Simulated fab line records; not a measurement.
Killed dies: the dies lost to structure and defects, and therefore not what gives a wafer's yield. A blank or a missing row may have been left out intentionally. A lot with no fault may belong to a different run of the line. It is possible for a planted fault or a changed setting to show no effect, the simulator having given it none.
fab line records :: flow berkeley-cmos170
record:
  lots: 14
  wafers: 42
  last-day: 13
route steps=331 shown PLDD@154
lots untouched by any fault: they come from a run of this same line in which no faults occurred
start-h: hours from the record's opening day to when the first of the lot's shown wafers began :: wait-h: hours elapsed since this lot's preceding step :: " identical to the entry in the row above :: L1.1+2: a row that stands for several wafers :: - no value, or no start was given :: * or withheld: withheld :: < > ~ a bound
route shown NAME@n: a module of which the file shows steps, and the number in the route of the first :: usual: the fault-free wafers' mean and standard deviation :: same: alike in all rows :: chamber/n: place in a boat :: sites: each site's reading :: _std_site: how widely they spread, as a standard deviation :: _edge_site: outer sites' mean less inner sites' :: radius-mm: for every site, how far away it sits from the centre of the wafer :: mask NAME#n: copy n :: behind: the most recent tool/chamber to have shaped the wafer :: hold: why the lot went on hold/how many hours it stayed there/how the hold came to an end :: device: names the non-switching transistor (n, p or np) :: end of line: the tests these same wafers got at the end of their route :: where a step has no rows: the recipe by itself :: killed: at the first sort, the dies lost to defects and structure; wafer yield is something else :: map: a wafer's dies, marking killed ones x, the rest . and places with no die _
set.NAME: the setting that was run; set.NAME@STEP: the one run at that earlier step :: model.NAME: the simulator's own value behind a step, which no gauge read
route steps across a sampled set of lots; one table per step, one row per wafer
services: a tool's chamber out of use, with start hour (start-h, from the record's first day; less than 0 if before it), hours out, and reason
== steps ==
step: UCB170_PLDD_IMPLANT_09
recipe:
  species: BF2
  dose-cm2: 5e+13
  energy-kev: 10
  tilt-deg: 7
  rotation-deg: 180
usual:
  beam-energy-keV: 10.000/0.0029
  beam-on-s: 10.01/0.18
  faraday-current-uA: 158.5/2.8
lot.wafer: L756.1
tool: implanter-01
chamber: 0
start-h: 168.49
wait-h: 0.1
beam-energy-keV: 10.005
beam-on-s: 10.13
faraday-current-uA: 156.6

lot.wafer: L756.3
tool: implanter-01
chamber: 0
start-h: 168.49
wait-h: 0.1
beam-energy-keV: 10.002
beam-on-s: 9.89
faraday-current-uA: 160.5

lot.wafer: L756.6
tool: implanter-01
chamber: 0
start-h: 168.49
wait-h: 0.1
beam-energy-keV: 10.003
beam-on-s: 9.94
faraday-current-uA: 159.8

lot.wafer: L755.2
tool: implanter-02
chamber: 0
start-h: 169.06
wait-h: 0.1
beam-energy-keV: 10.001
beam-on-s: 10.00
faraday-current-uA: 158.9

lot.wafer: L755.3
tool: implanter-02
chamber: 0
start-h: 169.06
wait-h: 0.1
beam-energy-keV: 10.001
beam-on-s: 10.06
faraday-current-uA: 158.2

lot.wafer: L755.5
tool: implanter-02
chamber: 0
start-h: 169.06
wait-h: 0.1
beam-energy-keV: 10.001
beam-on-s: 9.89
faraday-current-uA: 160.9

lot.wafer: L760.1
tool: implanter-01
chamber: 0
start-h: 173.05
wait-h: 0.1
beam-energy-keV: 9.9958
beam-on-s: 10.00
faraday-current-uA: 158.9

lot.wafer: L760.2
tool: implanter-01
chamber: 0
start-h: 173.05
wait-h: 0.1
beam-energy-keV: 9.9951
beam-on-s: 10.12
faraday-current-uA: 156.8

lot.wafer: L760.3
tool: implanter-01
chamber: 0
start-h: 173.05
wait-h: 0.1
beam-energy-keV: 9.9965
beam-on-s: 9.97
faraday-current-uA: 158.9

lot.wafer: L759.3
tool: implanter-01
chamber: 0
start-h: 173.93
wait-h: 0.1
beam-energy-keV: 6.9983
beam-on-s: 16.74
faraday-current-uA: 94.5

lot.wafer: L759.5
tool: implanter-01
chamber: 0
start-h: 173.93
wait-h: 0.1
beam-energy-keV: 6.9972
beam-on-s: 16.94
faraday-current-uA: 93.5

lot.wafer: L759.6
tool: implanter-01
chamber: 0
start-h: 173.93
wait-h: 0.1
beam-energy-keV: 6.9993
beam-on-s: 16.53
faraday-current-uA: 95.9

lot.wafer: L758.1
tool: implanter-02
chamber: 0
start-h: 174.05
wait-h: 0.1
beam-energy-keV: 10.003
beam-on-s: 9.68
faraday-current-uA: 163.5

lot.wafer: L758.5
tool: implanter-02
chamber: 0
start-h: 174.05
wait-h: 0.1
beam-energy-keV: 10.001
beam-on-s: 10.03
faraday-current-uA: 158.4

lot.wafer: L758.6
tool: implanter-02
chamber: 0
start-h: 174.05
wait-h: 0.1
beam-energy-keV: 10.004
beam-on-s: 9.93
faraday-current-uA: 159.8

lot.wafer: L764.1
tool: implanter-01
chamber: 0
start-h: 191.72
wait-h: 0.1
beam-energy-keV: 6.9973
beam-on-s: 16.66
faraday-current-uA: 94.9

lot.wafer: L764.3
tool: implanter-01
chamber: 0
start-h: 191.72
wait-h: 0.1
beam-energy-keV: 7.0006
beam-on-s: 16.59
faraday-current-uA: 95.7

lot.wafer: L764.4
tool: implanter-01
chamber: 0
start-h: 191.72
wait-h: 0.1
beam-energy-keV: 6.9990
beam-on-s: 16.44
faraday-current-uA: 96.3

lot.wafer: L768.1
tool: implanter-03
chamber: 0
start-h: 227.34
wait-h: 0.1
beam-energy-keV: 10.007
beam-on-s: 10.17
faraday-current-uA: 156.1

lot.wafer: L768.3
tool: implanter-03
chamber: 0
start-h: 227.34
wait-h: 0.1
beam-energy-keV: 10.004
beam-on-s: 10.23
faraday-current-uA: 155.3

lot.wafer: L768.6
tool: implanter-03
chamber: 0
start-h: 227.34
wait-h: 0.1
beam-energy-keV: 10.005
beam-on-s: 10.05
faraday-current-uA: 157.0

lot.wafer: L769.2
tool: implanter-03
chamber: 0
start-h: 239.27
wait-h: 0.1
beam-energy-keV: 9.9991
beam-on-s: 10.06
faraday-current-uA: 158.0

lot.wafer: L769.3
tool: implanter-03
chamber: 0
start-h: 239.27
wait-h: 0.1
beam-energy-keV: 10.002
beam-on-s: 10.23
faraday-current-uA: 155.3

lot.wafer: L769.4
tool: implanter-03
chamber: 0
start-h: 239.27
wait-h: 0.1
beam-energy-keV: 9.9977
beam-on-s: 10.17
faraday-current-uA: 156.6

lot.wafer: L771.1
tool: implanter-02
chamber: 0
start-h: 239.52
wait-h: 0.1
beam-energy-keV: 10.002
beam-on-s: 9.86
faraday-current-uA: 160.1

lot.wafer: L771.2
tool: implanter-02
chamber: 0
start-h: 239.52
wait-h: 0.1
beam-energy-keV: 9.9971
beam-on-s: 9.87
faraday-current-uA: 159.7

lot.wafer: L771.6
tool: implanter-02
chamber: 0
start-h: 239.52
wait-h: 0.1
beam-energy-keV: 10.003
beam-on-s: 10.12
faraday-current-uA: 156.2

lot.wafer: L772.1
tool: implanter-02
chamber: 0
start-h: 239.82
wait-h: 0.1
beam-energy-keV: 9.9984
beam-on-s: 10.00
faraday-current-uA: 158.3

lot.wafer: L772.2
tool: implanter-02
chamber: 0
start-h: 239.82
wait-h: 0.1
beam-energy-keV: 10.001
beam-on-s: 10.38
faraday-current-uA: 152.7

lot.wafer: L772.5
tool: implanter-02
chamber: 0
start-h: 239.82
wait-h: 0.1
beam-energy-keV: 9.9988
beam-on-s: 10.09
faraday-current-uA: 157.0

lot.wafer: L774.3
tool: implanter-03
chamber: 0
start-h: 239.95
wait-h: 0.1
beam-energy-keV: 9.9978
beam-on-s: 10.28
faraday-current-uA: 154.2

lot.wafer: L774.5
tool: implanter-03
chamber: 0
start-h: 239.95
wait-h: 0.1
beam-energy-keV: 9.9944
beam-on-s: 9.99
faraday-current-uA: 158.7

lot.wafer: L774.6
tool: implanter-03
chamber: 0
start-h: 239.95
wait-h: 0.1
beam-energy-keV: 10.001
beam-on-s: 9.29
faraday-current-uA: 169.5

lot.wafer: L773.1
tool: implanter-02
chamber: 0
start-h: 240.12
wait-h: 0.1
beam-energy-keV: 9.9993
beam-on-s: 9.78
faraday-current-uA: 162.6

lot.wafer: L773.4
tool: implanter-02
chamber: 0
start-h: 240.12
wait-h: 0.1
beam-energy-keV: 10.001
beam-on-s: 10.11
faraday-current-uA: 156.8

lot.wafer: L773.6
tool: implanter-02
chamber: 0
start-h: 240.12
wait-h: 0.1
beam-energy-keV: 10.002
beam-on-s: 10.02
faraday-current-uA: 158.5

lot.wafer: L777.2
tool: implanter-03
chamber: 0
start-h: 264.12
wait-h: 0.1
beam-energy-keV: 10.001
beam-on-s: 10.17
faraday-current-uA: 155.9

lot.wafer: L777.3
tool: implanter-03
chamber: 0
start-h: 264.12
wait-h: 0.1
beam-energy-keV: 10.002
beam-on-s: 9.95
faraday-current-uA: 159.3

lot.wafer: L777.6
tool: implanter-03
chamber: 0
start-h: 264.12
wait-h: 0.1
beam-energy-keV: 9.9987
beam-on-s: 10.07
faraday-current-uA: 157.5

lot.wafer: L776.3
tool: implanter-02
chamber: 0
start-h: 264.63
wait-h: 0.1
beam-energy-keV: 10.003
beam-on-s: 9.96
faraday-current-uA: 159.0

lot.wafer: L776.5
tool: implanter-02
chamber: 0
start-h: 264.63
wait-h: 0.1
beam-energy-keV: 9.9954
beam-on-s: 9.78
faraday-current-uA: 162.6

lot.wafer: L776.6
tool: implanter-02
chamber: 0
start-h: 264.63
wait-h: 0.1
beam-energy-keV: 9.9987
beam-on-s: 10.12
faraday-current-uA: 157.4
step: UCB170_PLDD_TW_MEAS_11
usual:
  PLDD_TW: 1009/3.8
lot.wafer: L756.1
tool: film-metro-03
chamber: -
start-h: 168.74
wait-h: 0.1
PLDD_TW: 1007

lot.wafer: L756.3
tool: film-metro-03
chamber: -
start-h: 168.74
wait-h: 0.1
PLDD_TW: 1011

lot.wafer: L756.6
tool: film-metro-03
chamber: -
start-h: 168.74
wait-h: 0.1
PLDD_TW: 1011

lot.wafer: L755.2
tool: film-metro-01
chamber: -
start-h: 169.29
wait-h: 0.1
PLDD_TW: 1006

lot.wafer: L755.3
tool: film-metro-01
chamber: -
start-h: 169.29
wait-h: 0.1
PLDD_TW: 1006

lot.wafer: L755.5
tool: film-metro-01
chamber: -
start-h: 169.29
wait-h: 0.1
PLDD_TW: 1005

lot.wafer: L760.1
tool: film-metro-01
chamber: -
start-h: 173.30
wait-h: 0.1
PLDD_TW: 1010

lot.wafer: L760.2
tool: film-metro-01
chamber: -
start-h: 173.30
wait-h: 0.1
PLDD_TW: 1007

lot.wafer: L760.3
tool: film-metro-01
chamber: -
start-h: 173.30
wait-h: 0.1
PLDD_TW: 1010

lot.wafer: L759.3
tool: film-metro-04
chamber: -
start-h: 174.15
wait-h: 0.1
PLDD_TW: 963

lot.wafer: L759.5
tool: film-metro-04
chamber: -
start-h: 174.15
wait-h: 0.1
PLDD_TW: 961

lot.wafer: L759.6
tool: film-metro-04
chamber: -
start-h: 174.15
wait-h: 0.1
PLDD_TW: 960

lot.wafer: L758.1
tool: film-metro-01
chamber: -
start-h: 174.30
wait-h: 0.1
PLDD_TW: 1010

lot.wafer: L758.5
tool: film-metro-01
chamber: -
start-h: 174.30
wait-h: 0.1
PLDD_TW: 1007

lot.wafer: L758.6
tool: film-metro-01
chamber: -
start-h: 174.30
wait-h: 0.1
PLDD_TW: 1005

lot.wafer: L764.1
tool: film-metro-04
chamber: -
start-h: 191.97
wait-h: 0.1
PLDD_TW: 966

lot.wafer: L764.3
tool: film-metro-04
chamber: -
start-h: 191.97
wait-h: 0.1
PLDD_TW: 958

lot.wafer: L764.4
tool: film-metro-04
chamber: -
start-h: 191.97
wait-h: 0.1
PLDD_TW: 964

lot.wafer: L768.1
tool: film-metro-03
chamber: -
start-h: 227.59
wait-h: 0.1
PLDD_TW: 1014

lot.wafer: L768.3
tool: film-metro-03
chamber: -
start-h: 227.59
wait-h: 0.1
PLDD_TW: 1014

lot.wafer: L768.6
tool: film-metro-03
chamber: -
start-h: 227.59
wait-h: 0.1
PLDD_TW: 1014

lot.wafer: L769.2
tool: film-metro-04
chamber: -
start-h: 239.51
wait-h: 0.1
PLDD_TW: 1009

lot.wafer: L769.3
tool: film-metro-04
chamber: -
start-h: 239.51
wait-h: 0.1
PLDD_TW: 1009

lot.wafer: L769.4
tool: film-metro-04
chamber: -
start-h: 239.51
wait-h: 0.1
PLDD_TW: 1007

lot.wafer: L771.1
tool: film-metro-01
chamber: -
start-h: 239.77
wait-h: 0.1
PLDD_TW: 1013

lot.wafer: L771.2
tool: film-metro-01
chamber: -
start-h: 239.77
wait-h: 0.1
PLDD_TW: 1014

lot.wafer: L771.6
tool: film-metro-01
chamber: -
start-h: 239.77
wait-h: 0.1
PLDD_TW: 1011

lot.wafer: L772.1
tool: film-metro-03
chamber: -
start-h: 240.07
wait-h: 0.1
PLDD_TW: 1006

lot.wafer: L772.2
tool: film-metro-03
chamber: -
start-h: 240.07
wait-h: 0.1
PLDD_TW: 1011

lot.wafer: L772.5
tool: film-metro-03
chamber: -
start-h: 240.07
wait-h: 0.1
PLDD_TW: 1006

lot.wafer: L774.3
tool: film-metro-04
chamber: -
start-h: 240.17
wait-h: 0.1
PLDD_TW: 1015

lot.wafer: L774.5
tool: film-metro-04
chamber: -
start-h: 240.17
wait-h: 0.1
PLDD_TW: 1008

lot.wafer: L774.6
tool: film-metro-04
chamber: -
start-h: 240.17
wait-h: 0.1
PLDD_TW: 1012

lot.wafer: L773.1
tool: film-metro-03
chamber: -
start-h: 240.37
wait-h: 0.1
PLDD_TW: 1007

lot.wafer: L773.4
tool: film-metro-03
chamber: -
start-h: 240.37
wait-h: 0.1
PLDD_TW: 1006

lot.wafer: L773.6
tool: film-metro-03
chamber: -
start-h: 240.37
wait-h: 0.1
PLDD_TW: 1005

lot.wafer: L777.2
tool: film-metro-03
chamber: -
start-h: 264.36
wait-h: 0.1
PLDD_TW: 1002

lot.wafer: L777.3
tool: film-metro-03
chamber: -
start-h: 264.36
wait-h: 0.1
PLDD_TW: 1006

lot.wafer: L777.6
tool: film-metro-03
chamber: -
start-h: 264.36
wait-h: 0.1
PLDD_TW: 1002

lot.wafer: L776.3
tool: film-metro-03
chamber: -
start-h: 264.85
wait-h: 0.1
PLDD_TW: 996

lot.wafer: L776.5
tool: film-metro-03
chamber: -
start-h: 264.85
wait-h: 0.1
PLDD_TW: 1003

lot.wafer: L776.6
tool: film-metro-03
chamber: -
start-h: 264.85
wait-h: 0.1
PLDD_TW: 1001
step: UCB170_SDANNEAL_RS_MEAS_04
recipe:
  thk-meas-gauge: four-point-probe
usual:
  PLDD_RS: 1032/3
lot.wafer: L756.1
tool: film-metro-04
chamber: -
start-h: 187.61
wait-h: 0.1
PLDD_RS[ohm/sq]: 1033

lot.wafer: L756.3
tool: film-metro-04
chamber: -
start-h: 187.61
wait-h: 0.1
PLDD_RS[ohm/sq]: 1031

lot.wafer: L756.6
tool: film-metro-04
chamber: -
start-h: 187.61
wait-h: 0.1
PLDD_RS[ohm/sq]: 1030

lot.wafer: L755.2
tool: film-metro-03
chamber: -
start-h: 188.08
wait-h: 0.1
PLDD_RS[ohm/sq]: 1036

lot.wafer: L755.3
tool: film-metro-03
chamber: -
start-h: 188.08
wait-h: 0.1
PLDD_RS[ohm/sq]: 1036

lot.wafer: L755.5
tool: film-metro-03
chamber: -
start-h: 188.08
wait-h: 0.1
PLDD_RS[ohm/sq]: 1032

lot.wafer: L760.1
tool: film-metro-04
chamber: -
start-h: 189.33
wait-h: 0.1
PLDD_RS[ohm/sq]: 1035

lot.wafer: L760.2
tool: film-metro-04
chamber: -
start-h: 189.33
wait-h: 0.1
PLDD_RS[ohm/sq]: 1032

lot.wafer: L760.3
tool: film-metro-04
chamber: -
start-h: 189.33
wait-h: 0.1
PLDD_RS[ohm/sq]: 1033

lot.wafer: L758.1
tool: film-metro-03
chamber: -
start-h: 190.06
wait-h: 0.1
PLDD_RS[ohm/sq]: 1033

lot.wafer: L758.5
tool: film-metro-03
chamber: -
start-h: 190.06
wait-h: 0.1
PLDD_RS[ohm/sq]: 1034

lot.wafer: L758.6
tool: film-metro-03
chamber: -
start-h: 190.06
wait-h: 0.1
PLDD_RS[ohm/sq]: 1034

lot.wafer: L759.3
tool: film-metro-04
chamber: -
start-h: 190.75
wait-h: 0.1
PLDD_RS[ohm/sq]: 1044

lot.wafer: L759.5
tool: film-metro-04
chamber: -
start-h: 190.75
wait-h: 0.1
PLDD_RS[ohm/sq]: 1044

lot.wafer: L759.6
tool: film-metro-04
chamber: -
start-h: 190.75
wait-h: 0.1
PLDD_RS[ohm/sq]: 1044

lot.wafer: L764.1
tool: film-metro-03
chamber: -
start-h: 208.45
wait-h: 0.1
PLDD_RS[ohm/sq]: 1045

lot.wafer: L764.3
tool: film-metro-03
chamber: -
start-h: 208.45
wait-h: 0.1
PLDD_RS[ohm/sq]: 1049

lot.wafer: L764.4
tool: film-metro-03
chamber: -
start-h: 208.45
wait-h: 0.1
PLDD_RS[ohm/sq]: 1045

lot.wafer: L768.1
tool: film-metro-03
chamber: -
start-h: 243.14
wait-h: 0.1
PLDD_RS[ohm/sq]: 1035

lot.wafer: L768.3
tool: film-metro-03
chamber: -
start-h: 243.14
wait-h: 0.1
PLDD_RS[ohm/sq]: 1034

lot.wafer: L768.6
tool: film-metro-03
chamber: -
start-h: 243.14
wait-h: 0.1
PLDD_RS[ohm/sq]: 1032

lot.wafer: L769.2
tool: film-metro-03
chamber: -
start-h: 253.71
wait-h: 0.1
PLDD_RS[ohm/sq]: 1028

lot.wafer: L769.3
tool: film-metro-03
chamber: -
start-h: 253.71
wait-h: 0.1
PLDD_RS[ohm/sq]: 1027

lot.wafer: L769.4
tool: film-metro-03
chamber: -
start-h: 253.71
wait-h: 0.1
PLDD_RS[ohm/sq]: 1028

lot.wafer: L771.1
tool: film-metro-04
chamber: -
start-h: 254.10
wait-h: 0.1
PLDD_RS[ohm/sq]: 1031

lot.wafer: L771.2
tool: film-metro-04
chamber: -
start-h: 254.10
wait-h: 0.1
PLDD_RS[ohm/sq]: 1029

lot.wafer: L771.6
tool: film-metro-04
chamber: -
start-h: 254.10
wait-h: 0.1
PLDD_RS[ohm/sq]: 1030

lot.wafer: L774.3
tool: film-metro-01
chamber: -
start-h: 254.14
wait-h: 0.1
PLDD_RS[ohm/sq]: 1032

lot.wafer: L774.5
tool: film-metro-01
chamber: -
start-h: 254.14
wait-h: 0.1
PLDD_RS[ohm/sq]: 1035

lot.wafer: L774.6
tool: film-metro-01
chamber: -
start-h: 254.14
wait-h: 0.1
PLDD_RS[ohm/sq]: 1038

lot.wafer: L772.1
tool: film-metro-01
chamber: -
start-h: 254.63
wait-h: 0.1
PLDD_RS[ohm/sq]: 1034

lot.wafer: L772.2
tool: film-metro-01
chamber: -
start-h: 254.63
wait-h: 0.1
PLDD_RS[ohm/sq]: 1029

lot.wafer: L772.5
tool: film-metro-01
chamber: -
start-h: 254.63
wait-h: 0.1
PLDD_RS[ohm/sq]: 1030

lot.wafer: L773.1
tool: film-metro-04
chamber: -
start-h: 255.02
wait-h: 0.1
PLDD_RS[ohm/sq]: 1034

lot.wafer: L773.4
tool: film-metro-04
chamber: -
start-h: 255.02
wait-h: 0.1
PLDD_RS[ohm/sq]: 1032

lot.wafer: L773.6
tool: film-metro-04
chamber: -
start-h: 255.02
wait-h: 0.1
PLDD_RS[ohm/sq]: 1033

lot.wafer: L776.3
tool: film-metro-03
chamber: -
start-h: 279.81
wait-h: 0.1
PLDD_RS[ohm/sq]: 1033

lot.wafer: L776.5
tool: film-metro-03
chamber: -
start-h: 279.81
wait-h: 0.1
PLDD_RS[ohm/sq]: 1029

lot.wafer: L776.6
tool: film-metro-03
chamber: -
start-h: 279.81
wait-h: 0.1
PLDD_RS[ohm/sq]: 1028

lot.wafer: L777.2
tool: film-metro-04
chamber: -
start-h: 280.07
wait-h: 0.1
PLDD_RS[ohm/sq]: 1033

lot.wafer: L777.3
tool: film-metro-04
chamber: -
start-h: 280.07
wait-h: 0.1
PLDD_RS[ohm/sq]: 1033

lot.wafer: L777.6
tool: film-metro-04
chamber: -
start-h: 280.07
wait-h: 0.1
PLDD_RS[ohm/sq]: 1037
== services ==
tool: implanter-02
chamber: -
start-h: 207.75
hours: 1.8
kind: repair

tool: implanter-02
chamber: -
start-h: 222.39
hours: 4.8
kind: repair

tool: implanter-01
chamber: -
start-h: 238.68
hours: 27.3
kind: pm

tool: implanter-02
chamber: -
start-h: 249.50
hours: 5.6
kind: repair

tool: implanter-03
chamber: -
start-h: 253.86
hours: 6.3
kind: repair
== key ==
first-sign:
  step: UCB170_PLDD_IMPLANT_09
  reading: beam-energy-keV
  direction: down
  sigmas: 99+
  usual: 10.000
  struck: 6.9986
effect:
  step: UCB170_PLDD_IMPLANT_09
  reading: beam-on-s
  direction: up
  sigmas: 38
  usual: 10.01
  struck: 16.65
effect:
  step: UCB170_PLDD_TW_MEAS_11
  reading: PLDD_TW
  direction: down
  sigmas: 12
  usual: 1009
  struck: 962
effect:
  step: UCB170_SDANNEAL_RS_MEAS_04
  reading: PLDD_RS
  direction: up
  sigmas: 4.4
  usual: 1032
  struck: 1045
met-at UCB170_PLDD_IMPLANT_09
struck-lots L759,L764
tester-left-out L759,L764
onset-between 173.05 173.93
fault:
  kind: process-parameter-drift
  tool: implanter-01
  chamber: -
  onset-h: 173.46
  steps: UCB170_PLDD_IMPLANT_09
  channel: energy-kev
  offset: -3
  shape: step
  end-h: 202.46
  acts-in: these-recipes-only
  stated: 10
tester-left-out: of these lots the tester's yield and bins aren't shown, on N5 and GAA mostly nor the transistor test; their killed dies are dies lost to structure and defects alone, not to doping, threshold or leakage, so they don't give the yield
